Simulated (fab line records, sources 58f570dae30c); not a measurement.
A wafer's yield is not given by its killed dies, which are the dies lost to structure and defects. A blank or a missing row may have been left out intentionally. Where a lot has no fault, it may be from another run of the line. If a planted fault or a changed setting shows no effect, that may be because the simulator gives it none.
fab line records + flow berkeley-cmos170
record
- lots=14
- wafers=42
- last-day=10
route steps=331 shown SILICIDE@214
lots with no fault: from the same line, run without faults
start-h: hours from the record's first day to the start of the lot's first wafer shown + wait-h: hours from the lot's prior step to this one + " same as the row above + L1.1+2: a row that stands for several wafers + - value missing, or start not given + * or withheld: withheld + < > ~ a bound
route shown NAME@n: a module of which the file shows steps, and the number in the route of the first + usual: mean and standard deviation over wafers with no fault + same: alike in all rows + chamber/n: place in a boat + sites: the reading at each site + _std_site: standard deviation of those values + _edge_site: inner sites' mean taken away from outer sites' mean + radius-mm: for every site, how far away it sits from the centre of the wafer + mask NAME#n: copy n + behind: the most recent tool/chamber to have shaped the wafer + hold: why the lot was held/for how many hours/how that ended + device: the n, p or np transistor that did not switch + end of line: the same wafers' tests at the end of the route + for a step that has no rows: nothing shown but its recipe + killed: at the first sort, the dies lost to defects and structure; wafer yield is something else + map: a wafer's dies, x killed, . not, _ none there
set.NAME: the setting as run; set.NAME@STEP: as run at that earlier step + model.NAME: the simulator's own value behind a step, which no gauge read
one table for each step of the route and one row for each wafer, over a sample of lots
## steps
# step UCB170_SILICIDE_RTA_04
# recipe
- temp-c=650
- time-s=15
- ambient=N2
# usual
- chamber-o2-ppm=2.005/0.022
- lamp-power-pct=10.0/0.33
- wafer_temp_C_max=653.8/0.73
| lot.wafer | tool          | chamber | start-h | wait-h | chamber-o2-ppm | lamp-power-pct | wafer_temp_C_max |
|-----------|---------------|---------|---------|--------|----------------|----------------|------------------|
| L928.3    | rtp-anneal-01 | 0       | 146.87  | 0.1    | 2.024          | 9.6            | 653.2            |
| L928.5    | "             | 0       | "       | "      | 2.019          | 9.6            | 652.4            |
| L928.6    | "             | 0       | "       | "      | 2.043          | 9.6            | 653.6            |
| L930.1    | rtp-anneal-01 | 0       | 156.43  | 0.1    | 2.004          | 9.6            | 653.7            |
| L930.4    | "             | 0       | "       | "      | 1.960          | 9.6            | 652.9            |
| L930.5    | "             | 0       | "       | "      | 2.001          | 9.6            | 653.6            |
| L929.3    | rtp-anneal-02 | 0       | 156.86  | 0.1    | 1.999          | 10.3           | 652.7            |
| L929.5    | "             | 0       | "       | "      | 1.974          | 10.3           | 653.6            |
| L929.6    | "             | 0       | "       | "      | 1.983          | 10.3           | 652.5            |
| L932.1    | rtp-anneal-02 | 0       | 170.82  | 0.1    | 2.028          | 10.3           | 654.0            |
| L932.3    | "             | 0       | "       | "      | 2.023          | 10.3           | 653.6            |
| L932.5    | "             | 0       | "       | "      | 2.039          | 10.3           | 653.6            |
| L935.1    | rtp-anneal-02 | 0       | 180.17  | 0.1    | 1.991          | 10.3           | 653.9            |
| L935.4    | "             | 0       | "       | "      | 1.988          | 10.3           | 653.5            |
| L935.6    | "             | 0       | "       | "      | 2.007          | 10.3           | 653.3            |
| L933.2    | rtp-anneal-01 | 0       | 180.51  | 0.1    | 1.997          | 9.6            | 654.3            |
| L933.4    | "             | 0       | "       | "      | 1.983          | 9.6            | 653.5            |
| L933.5    | "             | 0       | "       | "      | 1.984          | 9.6            | 653.1            |
| L934.2    | rtp-anneal-02 | 0       | 180.64  | 0.1    | 2.030          | 10.3           | 653.5            |
| L934.4    | "             | 0       | "       | "      | 2.001          | 10.3           | 654.3            |
| L934.6    | "             | 0       | "       | "      | 2.028          | 10.3           | 654.9            |
| L936.1    | rtp-anneal-02 | 0       | 196.65  | 0.1    | 2.021          | 10.3           | 654.2            |
| L936.4    | "             | 0       | "       | "      | 1.991          | 10.3           | 652.8            |
| L936.5    | "             | 0       | "       | "      | 2.006          | 10.3           | 653.3            |
| L938.1    | rtp-anneal-02 | 0       | 197.01  | 0.1    | 1.998          | 10.3           | 655.3            |
| L938.2    | "             | 0       | "       | "      | 2.021          | 10.3           | 653.8            |
| L938.5    | "             | 0       | "       | "      | 2.006          | 10.3           | 654.2            |
| L939.2    | rtp-anneal-02 | 0       | 197.52  | 0.1    | 1.999          | 10.3           | 654.1            |
| L939.4    | "             | 0       | "       | "      | 2.033          | 10.3           | 655.5            |
| L939.5    | "             | 0       | "       | "      | 2.016          | 10.3           | 653.9            |
| L940.1    | rtp-anneal-02 | 0       | 207.21  | 0.1    | 302.02         | 10.3           | 654.7            |
| L940.5    | "             | 0       | "       | "      | 302.01         | 10.3           | 654.7            |
| L940.6    | "             | 0       | "       | "      | 301.97         | 10.3           | 653.7            |
| L942.3    | rtp-anneal-01 | 0       | 221.12  | 0.1    | 2.025          | 9.6            | 654.6            |
| L942.5    | "             | 0       | "       | "      | 2.027          | 9.6            | 655.4            |
| L942.6    | "             | 0       | "       | "      | 2.028          | 9.6            | 653.3            |
| L941.1    | rtp-anneal-02 | 0       | 221.13  | 0.1    | 302.03         | 10.3           | 654.3            |
| L941.3    | "             | 0       | "       | "      | 302.02         | 10.3           | 652.7            |
| L941.6    | "             | 0       | "       | "      | 302.01         | 10.3           | 654.3            |
| L943.3    | rtp-anneal-01 | 0       | 223.13  | 0.1    | 2.015          | 9.6            | 653.5            |
| L943.4    | "             | 0       | "       | "      | 2.010          | 9.6            | 653.5            |
| L943.6    | "             | 0       | "       | "      | 2.022          | 9.6            | 654.0            |
## key
first-sign
- step=UCB170_SILICIDE_RTA_04
- reading=chamber-o2-ppm
- direction=up
- sigmas=99+
- usual=2.005
- struck=302.01
effect none on later readings
met-at UCB170_SILICIDE_RTA_04
struck-lots L940,L941
tester-left-out L940,L941
onset-between 197.52 207.21
fault
- kind=process-parameter-drift
- tool=rtp-anneal-02
- chamber=-
- onset-h=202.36
- steps=UCB170_SILICIDE_RTA_04
- channel=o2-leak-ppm
- offset=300
- shape=step
- end-h=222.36
# tester-left-out: of these lots the tester's yield and bins aren't shown, on N5 and GAA mostly nor the transistor test; their killed dies are dies lost to structure and defects alone, not to doping, threshold or leakage, so they don't give the yield
